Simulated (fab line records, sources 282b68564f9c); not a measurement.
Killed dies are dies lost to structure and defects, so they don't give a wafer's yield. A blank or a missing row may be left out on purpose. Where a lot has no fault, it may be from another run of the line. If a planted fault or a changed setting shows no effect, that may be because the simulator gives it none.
fab line records -- flow ritCmos
[record] lots = 5, wafers = 15, lastDay = 7
route steps=202 shown ACTIVE@1 FOX1@20 FOX2@23 M1@202
lots with no fault: from the same line, run without faults
startH: start of the lot's first displayed wafer, in hours after the record's first day -- waitH: how many hours have passed since the lot's step before this one -- " the same as in the row above -- L1.1+2: several wafers, shown together as one row -- - no value, or no start was given -- * or withheld: withheld -- < > ~ a bound
route shown NAME@n: names a module that has steps shown in the file, with the first one's number in the route -- usual: mean/standard deviation of fault-free wafers -- same: alike in all rows -- chamber/n: place in a boat -- sites: each site's reading -- _std_site: how widely they spread, as a standard deviation -- _edge_site: the outer-site mean with the inner-site mean subtracted -- radiusMm: for every site, how far away it sits from the centre of the wafer -- mask NAME#n: copy n -- behind: the most recent tool/chamber to have shaped the wafer -- hold: why the lot was held/for how many hours/how that ended -- device: transistor that didn't switch, given as n, p or np -- end of line: at the end of the route, the tests of the same wafers -- for a step that has no rows: nothing shown but its recipe -- killed: the dies lost at the first sort to structure and to defects; this is not the yield of the wafer -- map: a wafer's dies, x killed, . not, _ none there
set.NAME: the setting the step ran with; set.NAME@STEP: the setting that earlier step ran with -- model.NAME: the simulator's own value behind a step, which no gauge read
a table for each step, a row for each wafer; lots at some steps of the route
services: a tool's chamber out of use, with start hour (startH, from the record's first day; less than 0 if before it), hours out, and reason
[[steps]]
[step RIT_ACTIVE_BOW_MEAS_00]
[recipe] mode = bow
[usual] INCOMING_BOW = 0/6
lot.wafer,tool,chamber,startH,waitH,INCOMING_BOW[um]
L438.3,filmMetro-01,-,25.04,-,6
L438.4,filmMetro-01,-,25.04,-,-6
L438.6,filmMetro-01,-,25.04,-,-3
L447.1,filmMetro-01,-,70.00,-,5
L447.3,filmMetro-01,-,70.00,-,2
L447.6,filmMetro-01,-,70.00,-,2
L451.3,filmMetro-01,-,90.04,-,-9
L451.4,filmMetro-01,-,90.04,-,3
L451.6,filmMetro-01,-,90.04,-,14
L452.1,filmMetro-04,-,95.00,-,-4
L452.4,filmMetro-04,-,95.00,-,2
L452.6,filmMetro-04,-,95.00,-,4
L456.2,filmMetro-04,-,115.02,-,-12
L456.3,filmMetro-04,-,115.02,-,-5
L456.6,filmMetro-04,-,115.02,-,-1
[step RIT_ACTIVE_OXIDATION_01]
[recipe] tempC = 1000, ambient = O2, targetThkA = 468, oxTimeS = 3360
[step RIT_ACTIVE_THK_MEAS_02]
[recipe] reads = SiO2_of_ACTIVE_OXIDATION_01
[usual] ACTIVE_OXIDE_THK = 46.6/1.1
lot.wafer,tool,chamber,startH,waitH,ACTIVE_OXIDE_THK[nm]
L438.3,filmMetro-04,-,28.31,0.0,45.3
L438.4,filmMetro-04,-,28.31,0.0,45.3
L438.6,filmMetro-04,-,28.31,0.0,45.2
L447.1,filmMetro-03,-,72.05,0.0,46.7
L447.3,filmMetro-03,-,72.05,0.0,46.8
L447.6,filmMetro-03,-,72.05,0.0,47.0
L451.3,filmMetro-01,-,92.36,0.0,45.7
L451.4,filmMetro-01,-,92.36,0.0,46.5
L451.6,filmMetro-01,-,92.36,0.0,45.9
L452.1,filmMetro-04,-,97.05,0.0,46.3
L452.4,filmMetro-04,-,97.05,0.0,46.1
L452.6,filmMetro-04,-,97.05,0.0,46.8
L456.2,filmMetro-01,-,117.06,0.0,47.7
L456.3,filmMetro-01,-,117.06,0.0,47.1
L456.6,filmMetro-01,-,117.06,0.0,47.8
[step RIT_ACTIVE_CVD_03]
[recipe] material = Si3N4, targetThkNm = 150, tempC = 810, precursor = SiH2Cl2/NH3, timeS = 1500, pressureMtorr = 300, sih2cl2FlowSccm = 60, nh3FlowSccm = 150
[usual] sih2cl2FlowSccm = 60.01/0.18
lot.wafer,tool,chamber,startH,waitH,sih2cl2FlowSccm,model.Si3N4_of_ACTIVE_CVD_03.thkNm
L438.3,lpcvd-02,0,28.35,0.0,60.19,151.2
L438.4,lpcvd-02,0,28.35,0.0,60.03,150
L438.6,lpcvd-02,0,28.35,0.0,60.30,150.3
L447.1,lpcvd-01,0,72.11,0.1,59.73,151.6
L447.3,lpcvd-01,0,72.11,0.1,59.79,151.8
L447.6,lpcvd-01,0,72.11,0.1,59.59,151.9
L451.3,lpcvd-01,0,92.40,0.0,60.09,150.9
L451.4,lpcvd-01,0,92.40,0.0,60.09,151
L451.6,lpcvd-01,0,92.40,0.0,60.02,151.1
L452.1,lpcvd-02,1,97.11,0.1,59.96,118.2
L452.4,lpcvd-02,1,97.11,0.1,59.95,120
L452.6,lpcvd-02,1,97.11,0.1,60.12,119.5
L456.2,lpcvd-01,1,117.11,0.0,60.05,152.2
L456.3,lpcvd-01,1,117.11,0.0,60.15,149.9
L456.6,lpcvd-01,1,117.11,0.0,60.30,151.2
[step RIT_ACTIVE_THK_MEAS_04]
[recipe] reads = Si3N4_of_ACTIVE_CVD_03
[usual] ACTIVE_NITRIDE_THK = 149.9/1.2
lot.wafer,tool,chamber,startH,waitH,ACTIVE_NITRIDE_THK[nm]
L438.3,filmMetro-03,-,29.78,0.0,151.1
L438.4,filmMetro-03,-,29.78,0.0,150.0
L438.6,filmMetro-03,-,29.78,0.0,150.3
L447.1,filmMetro-03,-,74.24,0.0,151.7
L447.3,filmMetro-03,-,74.24,0.0,151.9
L447.6,filmMetro-03,-,74.24,0.0,151.9
L451.3,filmMetro-04,-,93.84,0.0,150.9
L451.4,filmMetro-04,-,93.84,0.0,151.0
L451.6,filmMetro-04,-,93.84,0.0,151.2
L452.1,filmMetro-01,-,98.53,0.0,118.2
L452.4,filmMetro-01,-,98.53,0.0,120.1
L452.6,filmMetro-01,-,98.53,0.0,119.5
L456.2,filmMetro-01,-,118.54,0.0,152.1
L456.3,filmMetro-01,-,118.54,0.0,149.9
L456.6,filmMetro-01,-,118.54,0.0,151.1
[step RIT_ACTIVE_HMDS_05]
[recipe] primeTimeS = 60, primeTempC = 140
[step RIT_ACTIVE_COAT_06]
[recipe] resist = NOVOLAK, spinRpm = 3250, resistThkNm = 1000
[step RIT_ACTIVE_SOFTBAKE_07]
[recipe] resist = NOVOLAK, tempC = 90, timeS = 60
[step RIT_ACTIVE_EXPOSE_08]
[recipe] maskId = M1, na = 0.6, sourceShape = conventional, sigmaOuter = 0.6, targetCdNm = 1400, doseMj = 225
[step RIT_ACTIVE_PEB_09]
[recipe] resist = NOVOLAK, tempC = withheld, timeS = withheld
[step RIT_ACTIVE_DEVELOP_10]
[recipe] resist = NOVOLAK, developTimeS = 50, devTempC = 23
[step RIT_ACTIVE_CD_MEAS_11]
[recipe] targetCdNm = 1400
[usual] cdNm = 1399.7/1.9
lot.wafer,tool,chamber,startH,waitH,cdNm
L438.3,cdSem-01,-,30.71,-,1398.7
L438.4,cdSem-01,-,30.71,-,1398.6
L438.6,cdSem-01,-,30.71,-,1398.0
L447.1,cdSem-02,-,75.15,-,1401.2
L447.3,cdSem-02,-,75.15,-,1399.4
L447.6,cdSem-02,-,75.15,-,1400.8
L451.3,cdSem-01,-,94.77,-,1396.6
L451.4,cdSem-01,-,94.77,-,1398.7
L451.6,cdSem-01,-,94.77,-,1396.4
L452.1,cdSem-02,-,99.56,-,1403.2
L452.4,cdSem-02,-,99.56,-,1398.8
L452.6,cdSem-02,-,99.56,-,1402.1
L456.2,cdSem-02,-,119.58,-,1396.4
L456.3,cdSem-02,-,119.58,-,1397.5
L456.6,cdSem-02,-,119.58,-,1397.8
[step RIT_ACTIVE_HARDBAKE_12]
[recipe] resist = NOVOLAK, tempC = 140, timeS = 60
[step RIT_ACTIVE_ETCH_13]
[recipe] stopOn = SiO2, chemistry = SF6, target = Si3N4, timeS = 210, overEtchFrac = 0.4, SF6_flow_sccm = 200, pressureMtorr = 260, rfW = 125, targetDepthA = 2100
[usual] SF6_flow_sccm = 199.9/0.53, drypumpMotorCurrentA = 5.6/0.52, oesProductAu = 0.818/0.012, throttleValvePct = 7.52/0.092
lot.wafer,tool,chamber,startH,waitH,SF6_flow_sccm,drypumpMotorCurrentA,oesProductAu,rfHoursCounterH,throttleValvePct,model.etch.depthNm,model.ACTIVE.featureDepthNm
L438.3,rieDiel-04,0,30.94,0.1,199.7,5.1,0.828,125,7.52,151.2,151.2
L438.4,rieDiel-04,3,30.94,0.1,199.6,5.9,0.822,42,7.48,150,150
L438.6,rieDiel-04,2,30.94,0.1,200.1,5.1,0.820,-,7.59,150.3,150.3
L447.1,rieDiel-03,2,75.42,0.1,200.2,5.9,0.806,38,7.56,151.6,152.6
L447.3,rieDiel-03,3,75.42,0.1,199.9,6.0,0.839,78,7.40,151.8,153.2
L447.6,rieDiel-03,3,75.42,0.1,199.1,6.0,0.845,-,7.39,151.9,153.2
L451.3,rieDiel-04,1,95.00,0.1,199.0,6.5,0.827,67,7.56,150.9,151
L451.4,rieDiel-04,2,95.00,0.1,200.4,5.0,0.822,26,7.59,151,151
L451.6,rieDiel-04,0,95.00,0.1,199.7,5.0,0.834,-,7.51,151.1,151.1
L452.1,rieDiel-04,2,99.83,0.1,199.7,5.0,0.728,26,7.58,118.2,118.2
L452.4,rieDiel-04,0,99.83,0.1,200.7,5.1,0.732,126,7.51,120,120
L452.6,rieDiel-04,2,99.83,0.1,199.8,5.1,0.724,-,7.58,119.5,119.5
L456.2,rieDiel-03,0,119.83,0.1,200.4,5.1,0.813,90,7.62,152.2,152.2
L456.3,rieDiel-03,2,119.83,0.1,200.0,5.9,0.795,39,7.55,149.9,150.9
L456.6,rieDiel-03,3,119.83,0.1,199.6,6.0,0.841,-,7.41,151.2,152.6
[step RIT_ACTIVE_STRIP_14]
[recipe] chemistry = O2, timeS = 180, resist = NOVOLAK, platenTempC = withheld, powerW = 500, pressureMtorr = 4000, o2FlowSccm = 4000
[usual] drypumpMotorCurrentA = 5.7/0.35
lot.wafer,tool,chamber,startH,waitH,drypumpMotorCurrentA,rfHoursCounterH
L438.3,plasmaAsher-01,1,31.13,0.1,5.3,-
L438.4,plasmaAsher-01,0,31.13,0.1,6.1,-
L438.6,plasmaAsher-01,1,31.13,0.1,5.3,-
L447.1,plasmaAsher-01,1,75.55,0.1,5.3,40
L447.3,plasmaAsher-01,1,75.55,0.1,5.3,-
L447.6,plasmaAsher-01,0,75.55,0.1,6.1,-
L451.3,plasmaAsher-01,1,95.19,0.1,5.3,-
L451.4,plasmaAsher-01,0,95.19,0.1,6.1,-
L451.6,plasmaAsher-01,1,95.19,0.1,5.3,-
L452.1,plasmaAsher-01,1,99.97,0.1,5.3,43
L452.4,plasmaAsher-01,1,99.97,0.1,5.3,-
L452.6,plasmaAsher-01,0,99.97,0.1,6.1,-
L456.2,plasmaAsher-02,1,119.97,0.1,5.9,36
L456.3,plasmaAsher-02,0,119.97,0.1,5.3,-
L456.6,plasmaAsher-02,1,119.97,0.1,5.9,-
[step RIT_ACTIVE_CD_MEAS_90]
[recipe] targetCdNm = 1400
[usual] cdNm = 1399.8/1.9
lot.wafer,tool,chamber,startH,waitH,cdNm
L438.3,cdSem-02,-,31.29,0.1,1398.7
L438.4,cdSem-02,-,31.29,0.1,1398.6
L438.6,cdSem-02,-,31.29,0.1,1398.0
L447.1,cdSem-01,-,75.73,0.1,1401.1
L447.3,cdSem-01,-,75.73,0.1,1399.0
L447.6,cdSem-01,-,75.73,0.1,1400.8
L451.3,cdSem-02,-,95.35,0.1,1396.7
L451.4,cdSem-02,-,95.35,0.1,1398.6
L451.6,cdSem-02,-,95.35,0.1,1396.2
L452.1,cdSem-01,-,100.14,0.1,1403.1
L452.4,cdSem-01,-,100.14,0.1,1399.3
L452.6,cdSem-01,-,100.14,0.1,1401.5
L456.2,cdSem-02,-,120.16,0.1,1396.3
L456.3,cdSem-02,-,120.16,0.1,1397.8
L456.6,cdSem-02,-,120.16,0.1,1398.4
[step RIT_ACTIVE_CLEAN_15]
[recipe] chemistry = SC1, mix = 3:3:50, timeS = 600, tempC = 75
[step RIT_ACTIVE_CLEAN_16]
[recipe] chemistry = dHF, dilution = 50:1, timeS = 30
[step RIT_ACTIVE_CLEAN_17]
[recipe] chemistry = SC2, mix = 3:3:50, timeS = 600, tempC = 75, dry = n2Spin
[step RIT_FOX1_OXIDATION_00]
[recipe] tempC = 1100, ambient = H2O, targetThkA = 3507, pH2oTorr = 720, oxTimeS = 1130
[step RIT_FOX1_THK_MEAS_01]
[recipe] reads = SiO2_of_FOX1_OXIDATION_00
[usual] FOX1_OXIDE_THK = 348/6
lot.wafer,tool,chamber,startH,waitH,FOX1_OXIDE_THK[nm]
L438.3,filmMetro-02,-,33.90,0.0,341
L438.4,filmMetro-02,-,33.90,0.0,340
L438.6,filmMetro-02,-,33.90,0.0,345
L447.1,filmMetro-02,-,78.01,0.0,344
L447.3,filmMetro-02,-,78.01,0.0,343
L447.6,filmMetro-02,-,78.01,0.0,347
L451.3,filmMetro-02,-,97.13,0.0,342
L451.4,filmMetro-02,-,97.13,0.0,344
L451.6,filmMetro-02,-,97.13,0.0,341
L452.1,filmMetro-02,-,101.94,0.0,357
L452.4,filmMetro-02,-,101.94,0.0,355
L452.6,filmMetro-02,-,101.94,0.0,354
L456.2,filmMetro-02,-,121.95,0.0,352
L456.3,filmMetro-02,-,121.95,0.0,348
L456.6,filmMetro-02,-,121.95,0.0,348
[step RIT_FOX1_WET_ETCH_02]
[recipe] chemistry = BOE, targetDepthNm = 350, timeS = 390, tempC = 21.5, dry = n2Spin, dilution = 10:1, target = SiO2
[step RIT_FOX2_OXIDATION_00]
[recipe] tempC = 1100, ambient = H2O, targetThkA = 3507, pH2oTorr = 720, oxTimeS = 1130
[step RIT_FOX2_THK_MEAS_01]
[recipe] reads = SiO2_of_FOX2_OXIDATION_00
[usual] FOX2_OXIDE_THK = 350/6.1
lot.wafer,tool,chamber,startH,waitH,FOX2_OXIDE_THK[nm]
L438.3,filmMetro-02,-,35.39,0.0,346
L438.4,filmMetro-02,-,35.39,0.0,343
L438.6,filmMetro-02,-,35.39,0.0,346
L447.1,filmMetro-02,-,80.09,0.0,348
L447.3,filmMetro-02,-,80.09,0.0,347
L447.6,filmMetro-02,-,80.09,0.0,349
L451.3,filmMetro-02,-,99.72,0.0,345
L451.4,filmMetro-02,-,99.72,0.0,348
L451.6,filmMetro-02,-,99.72,0.0,341
L452.1,filmMetro-02,-,103.43,0.0,346
L452.4,filmMetro-02,-,103.43,0.0,345
L452.6,filmMetro-02,-,103.43,0.0,347
L456.2,filmMetro-02,-,123.44,0.0,350
L456.3,filmMetro-02,-,123.44,0.0,350
L456.6,filmMetro-02,-,123.44,0.0,354
[step RIT_FOX2_CLEAN_02]
[recipe] chemistry = dHF, dilution = 50:1, timeS = 180
lot.wafer,tool,chamber,startH,waitH,model.Si3N4_of_ACTIVE_CVD_03.thkNm
L438.3,wetBench-04,0,35.43,0.0,132
L438.4,wetBench-04,0,35.43,0.0,130.9
L438.6,wetBench-04,0,35.43,0.0,131.1
L447.1,wetBench-01,1,80.15,0.1,132.3
L447.3+6,wetBench-01,1,80.15,0.1,132.7
L451.3,wetBench-04,2,99.76,0.0,131.6
L451.4,wetBench-04,2,99.76,0.0,131.7
L451.6,wetBench-04,2,99.76,0.0,131.8
L452.1,wetBench-01,2,103.49,0.1,99.05
L452.4,wetBench-01,2,103.49,0.1,100.9
L452.6,wetBench-01,2,103.49,0.1,100.3
L456.2,wetBench-04,3,123.49,0.0,133
L456.3,wetBench-04,3,123.49,0.0,130.7
L456.6,wetBench-04,3,123.49,0.0,132
[step RIT_FOX2_WET_ETCH_03]
[recipe] chemistry = H3PO4, target = Si3N4, targetDepthNm = 195, tempC = 165, timeS = 2700
[step RIT_M1_PROBE_99]
[usual] killedAtFrontEnd = 7/3.3, killedDies = 7/3.3, killedOpen = 3.6/2, killedShort = 3.6/2.1
[same] grossDies = 264, killed_at_M0_to_M3 = 0, killed_at_M4_up = 0, killedAtBackSide = 0, killedAtContacts = 0, killedAtOther = 0
lot.wafer,tool,chamber,startH,waitH,killedAtFrontEnd,killedDies,killedOpen,killedShort,model.etest.pldd.widthNm,model.etest.nldd.widthNm,model.etest.pplusSal.widthNm,model.etest.nplusSal.widthNm
L438.3,prober-02,-,76.48,0.2,3,3,1,2,3208,3197,3496,3484
L438.4,prober-02,-,76.53,0.2,3,3,3,0,3186,3228,3465,3463
L438.6,prober-02,-,76.63,0.2,10,10,4,6,3218,3216,3447,3467
L447.1,prober-01,-,117.49,0.1,5,5,3,2,3204,3195,3435,3446
L447.3,prober-01,-,117.59,0.2,4,4,2,2,3192,3197,3434,3424
L447.6,prober-01,-,117.74,0.2,9,9,4,5,3194,3177,3457,3454
L451.3,prober-01,-,137.41,0.2,14,14,2,12,3202,3201,3439,3461
L451.4,prober-01,-,137.46,0.2,3,3,1,2,3196,3205,3482,3467
L451.6,prober-01,-,137.56,0.2,6,6,4,2,3212,3216,3467,3459
L452.1,prober-02,-,142.10,0.1,12,12,5,7,3126,3126,3425,3417
L452.4,prober-02,-,142.25,0.2,5,5,2,3,3161,3154,3412,3398
L452.6,prober-02,-,142.35,0.2,5,5,1,4,3132,3123,3423,3426
L456.2,prober-02,-,161.91,0.1,6,6,3,3,3175,3165,3440,3423
L456.3,prober-02,-,161.96,0.2,5,5,1,4,3158,3169,3448,3443
L456.6,prober-02,-,162.11,0.2,3,3,1,2,3174,3168,3463,3444
// killed by level:class
L438.3 GATE:geometricParticle:short=1 GATE:geometricParticle:open=1 SILICIDE:geometricParticle:short=1
L438.4 GATE:geometricParticle:open=3
L438.6 SPACER:geometricParticle:short=2 REOX:geometricParticle:short=2 SPACER:geometricParticle:open=2 FOX1:geometricParticle:open=1 GATE:geometricParticle:open=1 GATE:geometricParticle:short=1 SILICIDE:geometricParticle:short=1
L447.1 GATE:geometricParticle:open=2 FOX2:geometricParticle:open=1 GATE:geometricParticle:short=1 SPACER:geometricParticle:short=1
L447.3 FOX2:geometricParticle:short=2 GATE:geometricParticle:open=2
L447.6 SPACER:geometricParticle:short=3 GATE:geometricParticle:short=2 FOX1:geometricParticle:open=1 GATE:geometricParticle:open=1 SPACER:geometricParticle:open=1 SILICIDE:geometricParticle:open=1
L451.3 SILICIDE:geometricParticle:short=7 GATE:geometricParticle:short=4 REOX:geometricParticle:open=2 SPACER:geometricParticle:short=1
L451.4 SILICIDE:geometricParticle:short=2 SILICIDE:geometricParticle:open=1
L451.6 GATE:geometricParticle:open=2 FOX1:geometricParticle:short=1 SPACER:geometricParticle:open=1 SPACER:geometricParticle:short=1 SILICIDE:geometricParticle:open=1
L452.1 SILICIDE:geometricParticle:short=3 GATE:geometricParticle:open=2 GATE:geometricParticle:short=2 SPACER:geometricParticle:open=2 FOX1:geometricParticle:short=1 REOX:geometricParticle:short=1 REOX:geometricParticle:open=1
L452.4 SILICIDE:geometricParticle:open=2 FOX2:geometricParticle:short=1 SPACER:geometricParticle:short=1 SILICIDE:geometricParticle:short=1
L452.6 GATE:geometricParticle:open=1 GATE:geometricParticle:short=1 REOX:geometricParticle:short=1 SPACER:geometricParticle:short=1 SILICIDE:geometricParticle:short=1
L456.2 FOX1:geometricParticle:short=2 GATE:geometricParticle:open=2 FOX1:geometricParticle:open=1 REOX:geometricParticle:short=1
L456.3 FOX1:geometricParticle:short=3 FOX2:geometricParticle:short=1 FOX2:geometricParticle:open=1
L456.6 FOX1:geometricParticle:short=1 REOX:geometricParticle:short=1 SPACER:geometricParticle:open=1
[[services]]
tool,chamber,startH,hours,kind
rieDiel-04,2,5.21,6.4,repair
wetBench-04,-,6.22,3.5,repair
rieDiel-03,-,55.20,1.5,repair
rieDiel-03,1,75.11,-,clean
rieDiel-03,1,75.11,20.8,scheduledDown
rieDiel-03,1,75.11,20.8,ventCycle
rieDiel-03,2,90.93,5.7,repair
lpcvd-02,-,99.32,0.5,repair
plasmaAsher-01,-,111.34,10.6,repair
[[key]]
[firstSign] step = RIT_ACTIVE_THK_MEAS_04, reading = ACTIVE_NITRIDE_THK, direction = down, sigmas = 25, usual = 149.9, struck = 119.3
[effect] step = RIT_ACTIVE_ETCH_13, reading = oesProductAu, direction = down, sigmas = 7.3, usual = 0.818, struck = 0.728
[modelEffect] step = RIT_ACTIVE_CVD_03, value = Si3N4_of_ACTIVE_CVD_03.thkNm, without = 149.2, struck = 119.2
[modelEffect] step = RIT_ACTIVE_ETCH_13, value = etch.depthNm, without = 149.2, struck = 119.2
[modelEffect] step = RIT_FOX2_CLEAN_02, value = Si3N4_of_ACTIVE_CVD_03.thkNm, without = 130.1, struck = 100.1
[modelEffect] step = RIT_M1_PROBE_99, value = etest.pldd.widthNm, without = 3182, struck = 3140
metAt RIT_ACTIVE_CVD_03
struckWafers L452.1,L452.4,L452.6
testerLeftOut L452
[fault] kind = processParameterDrift, tool = lpcvd-02, chamber = 1, onsetH = 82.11, steps = RIT_ACTIVE_CVD_03, channel = targetThkNm, offset = -30, shape = step, endH = 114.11, actsIn = theseRecipesOnly, stated = 150
// testerLeftOut: of these lots the tester's yield and bins aren't shown, on N5 and GAA mostly nor the transistor test; their killed dies are dies lost to structure and defects alone, not to doping, threshold or leakage, so they don't give the yield
